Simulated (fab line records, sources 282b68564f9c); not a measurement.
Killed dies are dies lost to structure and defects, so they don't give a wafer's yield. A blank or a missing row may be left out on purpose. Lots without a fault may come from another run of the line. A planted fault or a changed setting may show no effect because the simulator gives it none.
One fault seen from 2 desks | flow rit_cmos | each desk has only its own numbers; what lay behind them comes last

THE TOOL OWNER'S DESK: furnace-01
The tool's own readings at RIT_GATE_OXIDATION_05 (target thk 3 nm, ox time 270 s): means of the sampled wafers that have a number, for each lot that ran on this tool. A lot is out of limits, marked OUT, if its mean lies more than 4 standard deviations from the usual mean; the brackets give that distance.
Columns: A = zone_power_source_pct at RIT_GATE_OXIDATION_05, usual 24.5 %
lot  | first seen here | A
L167 | day 5 21:03     | 25.4
L170 | day 6 13:09     | 25.3
This desk's finding: nothing out of limits on any of the 2 lots.

THE METROLOGY DESK
What the gauges read, lot by lot, whatever tool the lot ran on: means of the sampled wafers that have a number. A lot is out of limits, marked OUT, if its mean lies more than 4 standard deviations from the usual mean; the brackets give that distance.
Columns: A = PRETRO_OVL at RIT_PRETRO_OVL_MEAS_06, usual -1.1 nm; B = PRETRO_TW at RIT_PRETRO_TW_MEAS_10, usual 470.9; C = FIELD_OXIDE_LEFT_2_THK at RIT_FOX2_THK_MEAS_91, usual 254 nm; D = GATE_OXIDE_THK at RIT_GATE_THK_MEAS_07, usual 3.00 nm
lot  | first seen here | A    | B     | C   | D
L159 | day 4 03:38     | 0.7  | 472.1 | 265 | 3.01
L167 | day 5 19:41     | -1.9 | 472.5 | 251 | 3.05
L170 | day 6 12:01     | -1.5 | 472.2 | 250 | 3.18
L171 | day 6 15:37     | -1.4 | 471.2 | 256 | 3.01
L173 | day 7 01:41     | -2.8 | 469.5 | 265 | 3.02
This desk's finding: nothing out of limits on any of the 5 lots.

PUT TOGETHER
The tool owner's desk saw nothing out of limits.
The metrology desk saw nothing out of limits.

WHAT THE SIMULATOR HAD PUT IN
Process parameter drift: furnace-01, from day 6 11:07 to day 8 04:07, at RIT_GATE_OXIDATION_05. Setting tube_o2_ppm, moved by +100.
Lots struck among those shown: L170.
